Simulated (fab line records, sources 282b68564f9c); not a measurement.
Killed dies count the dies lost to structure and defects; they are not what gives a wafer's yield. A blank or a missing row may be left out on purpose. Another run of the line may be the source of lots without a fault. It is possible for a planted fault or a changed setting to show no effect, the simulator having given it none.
The tool behind it: which one? | flow rit-cmos | 33 wafers from 11 lots sampled at 2 of the route's 202 steps

WHAT THE GAUGES SHOWED, per wafer
RIT_M1_RS_MEAS_01: measures by four-point-probe. Usual: M1_AL_RS gives 0.0735 ohm/sq (standard deviation 0.00066).
lot  | measured    | on            | M1_AL_RS (ohm/sq)    | flag
L685 | day 3 05:54 | film-metro-02 | 0.0738 0.0742 0.0748 |
L686 | day 3 10:35 | film-metro-03 | 0.0741 0.0745 0.0744 |
L687 | day 3 15:46 | film-metro-01 | 0.0733 0.0743 0.0739 |
L688 | day 3 19:07 | film-metro-01 | 0.0733 0.0734 0.0734 |
L691 | day 4 11:15 | film-metro-03 | 0.0747 0.0733 0.0737 |
L696 | day 5 12:48 | film-metro-02 | 0.0745 0.0767 0.0729 |
L699 | day 6 03:48 | film-metro-01 | 0.0728 0.0735 0.0725 |
L701 | day 6 12:37 | film-metro-03 | 0.0741 0.0729 0.0740 |
L703 | day 7 00:33 | film-metro-01 | 0.0737 0.0738 0.0735 |
L705 | day 7 09:38 | film-metro-02 | 0.0732 0.0726 0.0725 |
L707 | day 7 19:24 | film-metro-03 | 0.0737 0.0745 0.0743 |

TOOL THAT RAN EACH LOT (tool first, then ch and the chambers of the sampled wafers, then the start)
lot  | RIT_M1_SPUTTER_00
L685 | pvd-sputter-02, day 3 05:35
L686 | pvd-sputter-03, day 3 10:15
L687 | pvd-sputter-02, day 3 15:27
L688 | pvd-sputter-03, day 3 18:49
L691 | pvd-sputter-02, day 4 10:55
L696 | pvd-sputter-03, day 5 12:29
L699 | pvd-sputter-01, day 6 03:29
L701 | pvd-sputter-02, day 6 12:17
L703 | pvd-sputter-02, day 7 00:13
L705 | pvd-sputter-02, day 7 09:20
L707 | pvd-sputter-02, day 7 19:06
- RIT_M1_SPUTTER_00: material Al, target thk 400 nm, time 500 s.

AS READ BY THE TOOLS THEMSELVES (means over the sampled wafers that have a number; for cases with no such wafer, the mark the record gives instead)
RIT_M1_SPUTTER_00. Usual: chamber-pressure-pa 0.4001 Pa, standard deviation 0.00073; throttle-valve-pct 29.8 %, standard deviation 0.92.
lot  | tool           | chamber-pressure-pa (Pa) | throttle-valve-pct (%) | flag
L685 | pvd-sputter-02 | 0.4001                   | 29.7                   |
L686 | pvd-sputter-03 | 0.4001                   | 30.3                   |
L687 | pvd-sputter-02 | 0.4005                   | 29.6                   |
L688 | pvd-sputter-03 | 0.3997                   | 30.8                   |
L691 | pvd-sputter-02 | 0.3998                   | 29.0                   |
L696 | pvd-sputter-03 | 0.4183                   | 29.9                   | OFF
L699 | pvd-sputter-01 | 0.3997                   | 30.0                   |
L701 | pvd-sputter-02 | 0.4001                   | 29.1                   |
L703 | pvd-sputter-02 | 0.4002                   | 29.1                   |
L705 | pvd-sputter-02 | 0.3994                   | 29.8                   |
L707 | pvd-sputter-02 | 0.4009                   | 29.1                   |

THE ANSWER, worked out from the rows above alone
Rule: lot off if the mean of its wafers having a number is beyond 3 standard deviations from the usual mean. Also off: a lot with no number at a reading for which 4 or more lots have one. Any other lot the step has rows for is counted as sound. First the gauges in route order, then the tools' own readings, where a lot's mean is used as printed above. The first step at which some lot is off is used, and at that step the reading that is off furthest; a lot without a number counts as furthest.
Off at RIT_M1_SPUTTER_00 (chamber-pressure-pa): L696.
If a tool, at that step or one of the process steps before it, ran each lot that is off and ran no sound lot following the first of them, it fits. One candidate fits, namely pvd-sputter-03 at RIT_M1_SPUTTER_00. A fault onset in the window from L688 (day 3 18:49, its last sound lot) to L696 (day 5 12:29, its first lot off) fits.
On the lots that are off, the tool's own readings at RIT_M1_SPUTTER_00 differ by more than 5 times the standard deviation of the sound lots' means, which bears it out; chamber-pressure-pa reads 0.4183 Pa there versus 0.4001 Pa on the sound lots.

WHAT WAS PUT IN BY THE SIMULATOR
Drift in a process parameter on pvd-sputter-03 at RIT_M1_SPUTTER_00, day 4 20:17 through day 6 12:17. Setting chamber-pressure-pa, moved by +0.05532, from 0.4. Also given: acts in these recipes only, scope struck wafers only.
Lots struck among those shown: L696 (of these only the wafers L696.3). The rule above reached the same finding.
